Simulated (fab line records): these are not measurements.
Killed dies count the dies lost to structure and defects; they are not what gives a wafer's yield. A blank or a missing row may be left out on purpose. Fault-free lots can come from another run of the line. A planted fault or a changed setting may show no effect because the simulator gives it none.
Which of the tools did it? :: flow rit-cmos :: 14 lots, 42 wafers sampled, at 5 steps of a route of 202

WHAT EACH GAUGE READ, for each wafer
RIT_SILICIDE_RS_MEAS_02: measures by four-point-probe.
lot: L824
measured: day 3 03:26
on: film-metro-03
SILICIDE_TI_RS (ohm/sq): 47.7 48.4 47.9

lot: L825
measured: day 3 07:52
on: film-metro-01
SILICIDE_TI_RS (ohm/sq): 47.8 47.3 46.9

lot: L826
measured: day 3 11:25
on: film-metro-02
SILICIDE_TI_RS (ohm/sq): 47.6 47.4 47.8

lot: L827
measured: day 3 17:52
on: film-metro-01
SILICIDE_TI_RS (ohm/sq): 47.9 48.8 48.9

lot: L828
measured: day 3 23:08
on: film-metro-03
SILICIDE_TI_RS (ohm/sq): 47.6 48.0 48.4

lot: L829
measured: day 4 04:35
on: film-metro-03
SILICIDE_TI_RS (ohm/sq): 47.9 47.9 47.7

lot: L837
measured: day 5 22:22
on: film-metro-01
SILICIDE_TI_RS (ohm/sq): 44.9 47.6 46.9 45.5 48.1 47.3

lot: L839
measured: day 6 05:50
on: film-metro-02
SILICIDE_TI_RS (ohm/sq): 47.9 47.4 47.7

lot: L838
measured: day 6 06:17
on: film-metro-02
SILICIDE_TI_RS (ohm/sq): 47.7 45.0 47.3 48.0 45.4 47.7

lot: L840
measured: day 6 13:08
on: film-metro-03
SILICIDE_TI_RS (ohm/sq): 47.5 47.7 48.0

lot: L842
measured: day 6 21:32
on: film-metro-02
SILICIDE_TI_RS (ohm/sq): 46.6 48.0 47.7

lot: L843
measured: day 7 02:09
on: film-metro-03
SILICIDE_TI_RS (ohm/sq): 48.3 48.1 47.3

lot: L845
measured: day 7 12:46
on: film-metro-02
SILICIDE_TI_RS (ohm/sq): 48.6 47.8 48.4

lot: L847
measured: day 7 21:42
on: film-metro-01
SILICIDE_TI_RS (ohm/sq): 47.5 47.6 48.2

RIT_SILICIDE_THK_MEAS_03: measures by xrf.
lot: L824
measured: day 3 03:33
on: film-metro-03
SILICIDE_TI_THK (nm): 30.0 29.4 29.7

lot: L825
measured: day 3 07:59
on: film-metro-01
SILICIDE_TI_THK (nm): 29.9 30.3 30.5

lot: L826
measured: day 3 11:32
on: film-metro-02
SILICIDE_TI_THK (nm): 30.1 30.0 29.6

lot: L827
measured: day 3 17:59
on: film-metro-01
SILICIDE_TI_THK (nm): 30.1 29.5 29.5

lot: L828
measured: day 3 23:14
on: film-metro-03
SILICIDE_TI_THK (nm): 29.8 29.7 29.4

lot: L829
measured: day 4 04:41
on: film-metro-03
SILICIDE_TI_THK (nm): 29.6 29.7 29.8

lot: L837
measured: day 5 22:55
on: film-metro-01
SILICIDE_TI_THK (nm): 31.6 30.1 30.3 31.7 30.3 30.4

lot: L839
measured: day 6 05:57
on: film-metro-02
SILICIDE_TI_THK (nm): 29.8 30.0 29.9

lot: L838
measured: day 6 06:41
on: film-metro-02
SILICIDE_TI_THK (nm): 29.7 31.3 30.2 29.9 31.1 30.0

lot: L840
measured: day 6 13:16
on: film-metro-03
SILICIDE_TI_THK (nm): 29.7 29.7 29.7

lot: L842
measured: day 6 21:38
on: film-metro-02
SILICIDE_TI_THK (nm): 30.5 29.7 29.7

lot: L843
measured: day 7 02:16
on: film-metro-03
SILICIDE_TI_THK (nm): 29.4 29.6 29.9

lot: L845
measured: day 7 12:53
on: film-metro-02
SILICIDE_TI_THK (nm): 29.4 29.8 29.6

lot: L847
measured: day 7 21:49
on: film-metro-01
SILICIDE_TI_THK (nm): 30.1 30.2 29.9

RIT_CONTACT_OVL_MEAS_09.
lot: L824
measured: day 3 05:06
on: overlay-02
CONTACT_OVL (nm): 1.9 -0.3 2.0

lot: L825
measured: day 3 09:29
on: overlay-01
CONTACT_OVL (nm): 0.3 1.9 -0.6

lot: L826
measured: day 3 12:59
on: overlay-01
CONTACT_OVL (nm): -0.4 -0.5 -0.6

lot: L827
measured: day 3 19:29
on: overlay-01
CONTACT_OVL (nm): 0.3 -0.7 2.7

lot: L828
measured: day 4 00:47
on: overlay-01
CONTACT_OVL (nm): -0.6 1.8 0.8

lot: L829
measured: day 4 06:07
on: overlay-01
CONTACT_OVL (nm): -1.3 0.6 0.4

lot: L837
measured: day 6 07:40
on: overlay-02
CONTACT_OVL (nm): -1.0 0.2 -1.0

lot: L839
measured: day 6 07:30
on: overlay-01
CONTACT_OVL (nm): 0.2 -0.1 -0.5

lot: L838
measured: day 6 11:39
on: overlay-02
CONTACT_OVL (nm): 0.8 0.9 -0.1

lot: L840
measured: day 6 14:49
on: overlay-01
CONTACT_OVL (nm): 3.2 -0.1 -0.3

lot: L842
measured: day 6 23:13
on: overlay-02
CONTACT_OVL (nm): 0.9 1.3 1.2

lot: L843
measured: day 7 03:50
on: overlay-01
CONTACT_OVL (nm): -0.6 -0.1 0.0

lot: L845
measured: day 7 14:26
on: overlay-02
CONTACT_OVL (nm): -1.4 -1.1 -0.4

lot: L847
measured: day 7 23:40
on: overlay-02
CONTACT_OVL (nm): -1.4 -0.9 -1.1

EACH LOT AND THE TOOL THAT RAN IT (in order: tool; ch and the chambers of the sampled wafers; start)
lot: L824
RIT_PSD_STRIP_09: plasma-asher-02 ch 0,1, day 3 02:07
RIT_SILICIDE_SPUTTER_01: pvd-sputter-03, day 3 03:16

lot: L825
RIT_PSD_STRIP_09: plasma-asher-01 ch 0,1, day 3 06:34
RIT_SILICIDE_SPUTTER_01: pvd-sputter-01, day 3 07:43

lot: L826
RIT_PSD_STRIP_09: plasma-asher-02 ch 0,1, day 3 10:07
RIT_SILICIDE_SPUTTER_01: pvd-sputter-03, day 3 11:16

lot: L827
RIT_PSD_STRIP_09: plasma-asher-04 ch 0, day 3 16:23
RIT_SILICIDE_SPUTTER_01: pvd-sputter-01, day 3 17:43

lot: L828
RIT_PSD_STRIP_09: plasma-asher-04 ch 0,1, day 3 21:49
RIT_SILICIDE_SPUTTER_01: pvd-sputter-03, day 3 22:58

lot: L829
RIT_PSD_STRIP_09: plasma-asher-01 ch 0, day 4 03:16
RIT_SILICIDE_SPUTTER_01: pvd-sputter-01, day 4 04:25

lot: L837
RIT_PSD_STRIP_09: plasma-asher-02 ch 0,1, day 5 21:04
RIT_SILICIDE_SPUTTER_01: pvd-sputter-03, day 5 22:10

lot: L839
RIT_PSD_STRIP_09: plasma-asher-02 ch 0,1, day 6 04:31
RIT_SILICIDE_SPUTTER_01: pvd-sputter-01, day 6 05:40

lot: L838
RIT_PSD_STRIP_09: plasma-asher-04 ch 0,1, day 6 04:59
RIT_SILICIDE_SPUTTER_01: pvd-sputter-03, day 6 06:08

lot: L840
RIT_PSD_STRIP_09: plasma-asher-01 ch 0, day 6 11:50
RIT_SILICIDE_SPUTTER_01: pvd-sputter-01, day 6 12:59

lot: L842
RIT_PSD_STRIP_09: plasma-asher-02 ch 0,1, day 6 20:14
RIT_SILICIDE_SPUTTER_01: pvd-sputter-01, day 6 21:20

lot: L843
RIT_PSD_STRIP_09: plasma-asher-02 ch 0,1, day 7 00:50
RIT_SILICIDE_SPUTTER_01: pvd-sputter-01, day 7 02:00

lot: L845
RIT_PSD_STRIP_09: plasma-asher-04 ch 0,1, day 7 11:24
RIT_SILICIDE_SPUTTER_01: pvd-sputter-01, day 7 12:36

lot: L847
RIT_PSD_STRIP_09: plasma-asher-04 ch 0,1, day 7 20:23
RIT_SILICIDE_SPUTTER_01: pvd-sputter-01, day 7 21:33
- RIT_PSD_STRIP_09: strips in O2, time 180 s.
- RIT_SILICIDE_SPUTTER_01: material Ti, target thk 30 nm, time 240 s.

WHAT THE TOOLS THEMSELVES READ (means of the sampled wafers that have a number; where no wafer has one, the mark that the record gives instead)
RIT_PSD_STRIP_09.
lot: L824
tool: plasma-asher-02
chamber-pressure-mTorr (mTorr): 4000
drypump-motor-current-A (A): 6.2

lot: L825
tool: plasma-asher-01
chamber-pressure-mTorr (mTorr): 3999
drypump-motor-current-A (A): 5.7

lot: L826
tool: plasma-asher-02
chamber-pressure-mTorr (mTorr): 4002
drypump-motor-current-A (A): 6.0

lot: L827
tool: plasma-asher-04
chamber-pressure-mTorr (mTorr): 4002
drypump-motor-current-A (A): 4.8

lot: L828
tool: plasma-asher-04
chamber-pressure-mTorr (mTorr): 3999
drypump-motor-current-A (A): 5.1

lot: L829
tool: plasma-asher-01
chamber-pressure-mTorr (mTorr): 4004
drypump-motor-current-A (A): 5.1

lot: L837
tool: plasma-asher-02
chamber-pressure-mTorr (mTorr): 4000
drypump-motor-current-A (A): 5.9

lot: L839
tool: plasma-asher-02
chamber-pressure-mTorr (mTorr): 4001
drypump-motor-current-A (A): 6.0

lot: L838
tool: plasma-asher-04
chamber-pressure-mTorr (mTorr): 3998
drypump-motor-current-A (A): 4.9

lot: L840
tool: plasma-asher-01
chamber-pressure-mTorr (mTorr): 3996
drypump-motor-current-A (A): 5.1

lot: L842
tool: plasma-asher-02
chamber-pressure-mTorr (mTorr): 3999
drypump-motor-current-A (A): 6.0

lot: L843
tool: plasma-asher-02
chamber-pressure-mTorr (mTorr): 3998
drypump-motor-current-A (A): 6.3

lot: L845
tool: plasma-asher-04
chamber-pressure-mTorr (mTorr): 4004
drypump-motor-current-A (A): 5.1

lot: L847
tool: plasma-asher-04
chamber-pressure-mTorr (mTorr): 4001
drypump-motor-current-A (A): 4.9

RIT_SILICIDE_SPUTTER_01.
lot: L824
tool: pvd-sputter-03
throttle-valve-pct (%): 29.4

lot: L825
tool: pvd-sputter-01
throttle-valve-pct (%): 29.8

lot: L826
tool: pvd-sputter-03
throttle-valve-pct (%): 30.7

lot: L827
tool: pvd-sputter-01
throttle-valve-pct (%): 30.1

lot: L828
tool: pvd-sputter-03
throttle-valve-pct (%): 30.3

lot: L829
tool: pvd-sputter-01
throttle-valve-pct (%): 31.1

lot: L837
tool: pvd-sputter-03
throttle-valve-pct (%): 30.0

lot: L839
tool: pvd-sputter-01
throttle-valve-pct (%): 30.4

lot: L838
tool: pvd-sputter-03
throttle-valve-pct (%): 30.7

lot: L840
tool: pvd-sputter-01
throttle-valve-pct (%): 30.4

lot: L842
tool: pvd-sputter-01
throttle-valve-pct (%): 30.2

lot: L843
tool: pvd-sputter-01
throttle-valve-pct (%): 30.8

lot: L845
tool: pvd-sputter-01
throttle-valve-pct (%): 29.5

lot: L847
tool: pvd-sputter-01
throttle-valve-pct (%): 30.2

THE ANSWER, worked out from the rows above alone
Rule: the usual values come from the lots themselves. Put in order of their means at a reading, lots are off if they are a third of the lots or fewer, leave a main group of 4 or more, and stand apart from it by a gap of 3 or more times the standard deviation of the main group's means; of several such gaps the widest counts. If all means in a main group match to the digits the tables above print for the reading, that group is not used. A lot without any number at a reading at which 4 lots or more have one is off too. Any other lot the step has rows for is counted as sound. The gauges are gone through in route order, then the tools' own readings, and for those a lot's mean is taken as printed above. The first step at which some lot is off is used, and at that step the reading that is off furthest; a lot without a number counts as furthest.
Nothing can be told from this: no lot is off at any reading shown.

WHAT WAS PUT IN BY THE SIMULATOR
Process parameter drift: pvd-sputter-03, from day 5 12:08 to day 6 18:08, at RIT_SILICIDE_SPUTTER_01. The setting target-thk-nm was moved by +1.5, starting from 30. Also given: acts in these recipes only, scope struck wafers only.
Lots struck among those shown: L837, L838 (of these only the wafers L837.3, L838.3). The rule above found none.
